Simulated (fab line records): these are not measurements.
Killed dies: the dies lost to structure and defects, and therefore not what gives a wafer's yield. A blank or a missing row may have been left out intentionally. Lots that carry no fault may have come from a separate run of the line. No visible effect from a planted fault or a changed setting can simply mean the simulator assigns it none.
Which tool was responsible? | flow berkeley cmos170 | 8 lots with 24 wafers sampled at 2 steps, on a route of 331 steps

WHAT THE GAUGES READ, wafer by wafer
UCB170_PSD_OVL_MEAS_07.
lot  | measured     | on         | PSD_OVL (nm)
L116 | day 7 17:49  | overlay-02 | 6 -1 5
L119 | day 8 16:41  | overlay-01 | -1 1 -3
L120 | day 9 04:25  | overlay-02 | 115 118 114
L122 | day 9 04:11  | overlay-02 | 11 4 12
L125 | day 10 14:29 | overlay-01 | 114 114 110
L133 | day 13 14:25 | overlay-02 | 1 1 0
L135 | day 13 14:32 | overlay-02 | -1 -3 -1
L138 | day 13 14:29 | overlay-01 | -4 -1 -8

WHAT TOOL EACH LOT RAN ON (gives the tool, then ch and the chambers of the sampled wafers, and finally the start)
lot  | UCB170_PSD_EXPOSE_03
L116 | krf scanner-02 ch 0, day 7 17:19
L119 | krf scanner-02 ch 0, day 8 16:10
L120 | krf scanner-02 ch 0, day 9 03:44
L122 | krf scanner-02 ch 0, day 9 03:32
L125 | krf scanner-02 ch 0, day 10 14:01
L133 | krf scanner-01 ch 0, day 13 13:47
L135 | krf scanner-01 ch 0, day 13 14:01
L138 | krf scanner-01 ch 0, day 13 13:53
- UCB170_PSD_EXPOSE_03: exposes mask PSELECT MOD, target cd 1200 nm.

THE ANSWER, worked out from the rows above alone
Rule: what is usual is taken from the lots themselves. Put in order of their means at a reading, lots are off if they are a third of the lots or fewer, leave a main group of 4 or more, and stand apart from it by a gap of 3 or more times the standard deviation of the main group's means; of several such gaps the widest counts. If all means in a main group match to the digits the tables above print for the reading, that group is not used. A lot without any number at a reading at which 4 lots or more have one is off too. All remaining lots with rows at the step are treated as sound.
Off: L120, L125, seen at UCB170_PSD_OVL_MEAS_07 (PSD_OVL). Main group: mean 1 nm, sd 4.3.
A tool fits if, at a process step before that reading, it ran every lot that is off, and no sound lot after the first of them. Gauges at UCB170_PSD_OVL_MEAS_07: tried the same way as those tools. One fits: UCB170_PSD_EXPOSE_03 on krf scanner-02. Its last sound lot is L122 (day 9 03:32), its first lot that is off L120 (day 9 03:44): a fault that began between those two fits.

WHAT THE SIMULATOR HAD PUT IN
Scanner matching overlay: krf scanner-02, from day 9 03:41 on, at UCB170_PSD_EXPOSE_03. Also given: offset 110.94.
Shown lots that were struck: L120, L125. The rule above found the same.
